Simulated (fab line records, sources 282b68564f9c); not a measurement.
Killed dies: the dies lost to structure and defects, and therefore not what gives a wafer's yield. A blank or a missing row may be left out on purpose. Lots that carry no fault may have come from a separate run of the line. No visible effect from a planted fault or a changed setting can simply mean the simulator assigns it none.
What tool caused it? + flow rit_cmos + Sampling: 7 lots, 21 wafers, 3 of 202 route steps

== WHAT EACH GAUGE READ, for each wafer ==
RIT_CONTACT_THK_MEAS_01.
| lot  | measured    | on            | CONTACT_TEOS_THK (nm) |
|------|-------------|---------------|-----------------------|
| L917 | day 3 23:58 | film_metro-03 | 395 398 404           |
| L918 | day 4 04:28 | film_metro-02 | 398 402 404           |
| L924 | day 5 10:29 | film_metro-03 | 397 395 401           |
| L929 | day 6 12:25 | film_metro-03 | 401 398 406           |
| L933 | day 7 02:34 | film_metro-03 | 394 390 401           |
| L935 | day 7 12:49 | film_metro-03 | 394 404 402           |
| L937 | day 8 00:54 | film_metro-03 | 398 393 403           |

== TOOL THAT RAN EACH LOT (tool first, then ch and the chambers of the sampled wafers, then the start) ==
| lot  | RIT_SILICIDE_RTA_06             | RIT_CONTACT_CVD_00             |
|------|---------------------------------|--------------------------------|
| L917 | rtp_anneal-01 ch 0, day 3 23:50 | pecvd-02 ch 0,1, day 3 23:55   |
| L918 | rtp_anneal-01 ch 0, day 4 04:21 | pecvd-01 ch 1,2, day 4 04:25   |
| L924 | rtp_anneal-02 ch 0, day 5 10:22 | pecvd-04 ch 0,1,2, day 5 10:25 |
| L929 | rtp_anneal-02 ch 0, day 6 12:18 | pecvd-04 ch 0,1, day 6 12:22   |
| L933 | rtp_anneal-02 ch 0, day 7 02:26 | pecvd-04 ch 0,1,2, day 7 02:30 |
| L935 | rtp_anneal-02 ch 0, day 7 12:42 | pecvd-02 ch 1,2, day 7 12:46   |
| L937 | rtp_anneal-02 ch 0, day 8 00:47 | pecvd-01 ch 0,1, day 8 00:51   |
- RIT_SILICIDE_RTA_06: time 10 s, ramp up 5 s, ramp down 10 s.
- RIT_CONTACT_CVD_00: deposits SiO2 from TEOS, target thk 400 nm, time 61 s.

== THE ANSWER, worked out from the rows above alone ==
Rule: what is usual is taken from the lots themselves. The widest of any qualifying gaps counts: lots, ordered by their means at a reading, are off when they make up no more than a third of the lots, leave a main group of 4 or more, and stand apart from it by 3 or more times the standard deviation of that group's means. If all means in a main group match to the digits the tables above print for the reading, that group is not used. Also off: a lot with no number at a reading for which 4 or more lots have one. Any other lot the step has rows for is counted as sound.
None of the lots is off at any reading shown; this tells nothing.

== WHAT WAS PUT IN BY THE SIMULATOR ==
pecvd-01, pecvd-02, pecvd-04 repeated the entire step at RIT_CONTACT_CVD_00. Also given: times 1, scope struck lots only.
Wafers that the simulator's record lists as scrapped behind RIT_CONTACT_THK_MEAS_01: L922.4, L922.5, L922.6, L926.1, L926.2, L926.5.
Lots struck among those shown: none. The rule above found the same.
